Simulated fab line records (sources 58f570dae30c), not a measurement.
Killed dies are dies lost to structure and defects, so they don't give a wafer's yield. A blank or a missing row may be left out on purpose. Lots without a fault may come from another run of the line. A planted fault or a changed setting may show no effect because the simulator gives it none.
A lot that was struck, set against a sound lot	flow berkeley-cmos170	26 steps out of a route of 331
Sound: wafers L550.1, L550.2, L550.5. Struck: wafer L549.4 (left out: L549.2, L549.6 of the same lot, which were not struck); the cause appears at the end.
Each step with rows lists, per side, the tool, then ch with its chambers, then its first start. Under that, the readings that differ: sound wafers	struck wafers	difference of the means	sigmas: that difference in standard deviations of wafers without a fault.
alike: words and numbers the same on both sides, and readings whose means are apart by under 2 such deviations; not compared: readings that were withheld, readings missing a value for some wafer, numbers with overlapping values and no deviation given by the record, and bounds like >300 which may hide the same value.
The two part at a step that has a row with sigmas, a row that says differs or no value, or rows on one side only. Numbers that don't overlap but have no deviation are shown without sigmas and don't part them. A reading missing from all wafers of one side parts the sides only when that side holds two or more wafers.

first, 4 steps without rows for these wafers: UCB170_M2_SOFTBAKE_11 (time 60 s); UCB170_M2_EXPOSE_12 (exposes mask METAL2, target cd 700 nm); UCB170_M2_PEB_13; UCB170_M2_DEVELOP_14 (develop time 45 s).
UCB170_M2_CD_MEAS_15 targets a cd of 700 nm.
  sound on cd-sem-02 at day 8 20:34; struck on cd-sem-02 at day 9 07:58
  alike: cd-nm
UCB170_M2_OVL_MEAS_16:
  sound on overlay-02 at day 8 20:41; struck on overlay-01 at day 9 08:04
  alike: M2_OVL
UCB170_M2_ETCH_17: etches BARC in N2/H2.
  sound on rie-diel-02 ch 0,1, day 8 20:43; struck on rie-diel-02 ch 3, day 9 08:06
reading	sound	struck	difference	sigmas
throttle-valve-pct (%)	13.62 13.60 13.62	13.05	-0.56	-3
  alike: drypump-motor-current-A, oes-product-au
UCB170_M2_METAL_ETCH_18: etches Al in Cl2/BCl3, stops on SiO2, target depth 1170 nm, time 195 s.
  sound on rie-metal-01 ch 0,1, day 8 20:46; struck on rie-metal-02 ch 0, day 9 08:09
reading	sound	struck	difference	sigmas
oes-product-au (a.u.)	0.861 0.860 0.860	0.891	+0.031	+2
  alike: drypump-motor-current-A, throttle-valve-pct
  not compared: rf-hours-counter-h
UCB170_M2_STRIP_19: strips in O2.
  sound on plasma-asher-01 ch 0,1, day 8 20:57; struck on plasma-asher-01 ch 1, day 9 08:20
  alike: drypump-motor-current-A, oes-product-au
  not compared: rf-hours-counter-h
UCB170_M2_CD_MEAS_90 targets a cd of 700 nm.
  sound on cd-sem-01 at day 8 21:08; struck on cd-sem-01 at day 9 08:27
  alike: cd-nm
UCB170_V2_CVD_00: deposits SiO2 from TEOS/O2, target thk 2000 nm, time 250 s.
  sound on pecvd-02 ch 0,1,2, day 8 21:15; struck on pecvd-04 ch 1, day 9 08:33
  alike: heater-power-w
UCB170_V2_THK_MEAS_01:
  sound on film-metro-03 at day 8 21:25; struck on film-metro-04 at day 9 08:43
  alike: V2_TEOS_THK
UCB170_V2_CMP_02: polishes SiO2.
  sound on cmp-01 ch 0,1,3, day 8 21:31; struck on cmp-01 ch 1, day 9 08:46
reading	sound	struck	difference	sigmas
model.SiO2_of_V2_CVD_00.thk-nm (nm)	1000 1000 999.3	1350	+350	
  alike: motor-current-A
UCB170_V2_BOW_MEAS_03:
  sound on film-metro-04 at day 8 21:46; struck on film-metro-02 at day 9 09:09
  alike: V2_BOW
UCB170_V2_THK_MEAS_04:
  sound on film-metro-04 at day 8 21:53; struck on film-metro-02 at day 9 09:16
reading	sound	struck	difference	sigmas
V2_POLISHED_THK (nm)	1000.7 1000.5 998.1	1350.7	+350.9	+99 or more
then, 7 steps without rows for these wafers: UCB170_V2_CLEAN_05 (cleans in DIW); UCB170_V2_HMDS_06 (prime time 60 s); UCB170_V2_COAT_07 (resist thk 900 nm); UCB170_V2_SOFTBAKE_08 (time 60 s); UCB170_V2_EXPOSE_09 (exposes mask VIA2, target cd 700 nm); UCB170_V2_PEB_10; UCB170_V2_DEVELOP_11 (develop time 45 s).
UCB170_V2_CD_MEAS_12 targets a cd of 700 nm.
  sound on cd-sem-01 at day 9 00:40; struck on cd-sem-01 at day 9 11:47
reading	sound	struck	difference	sigmas
cd-nm (nm)	701.3 699.8 700.5	696.5	-4.0	-3
UCB170_V2_OVL_MEAS_13:
  sound on overlay-02 at day 9 00:47; struck on overlay-01 at day 9 11:53
  alike: V2_OVL
UCB170_V2_ETCH_14: etches SiO2 in CHF3/CF4/Ar, stops on Al, target depth 1250 nm, time 291 s.
  sound on rie-diel-01 ch 1,2, day 9 00:49; struck on rie-diel-03 ch 0, day 9 11:55
reading	sound	struck	difference	sigmas
oes-product-au (a.u.)	0.884 0.893 0.871	1.018	+0.135	+10
model.etch.depth-nm (nm)	1000 1000 999.3	1293	+293	
model.V2.feature-depth-nm (nm)	1000 1000 999.4	1293	+293	
  alike: drypump-motor-current-A, throttle-valve-pct
  not compared: rf-hours-counter-h
UCB170_V2_STRIP_15: strips in O2.
  sound on plasma-asher-02 ch 0,1, day 9 01:00; struck on plasma-asher-02 ch 0, day 9 12:06
reading	sound	struck	difference	sigmas
strip-time-to-endpoint-s (s)	15.37 15.24 15.30	15.00	-0.30	-3
  alike: drypump-motor-current-A, oes-product-au
  not compared: rf-hours-counter-h

== WHERE THEY PART ==
Earliest at UCB170_M2_ETCH_17; latest, in this record, at UCB170_V2_STRIP_15.

WHY: what the simulator had put in
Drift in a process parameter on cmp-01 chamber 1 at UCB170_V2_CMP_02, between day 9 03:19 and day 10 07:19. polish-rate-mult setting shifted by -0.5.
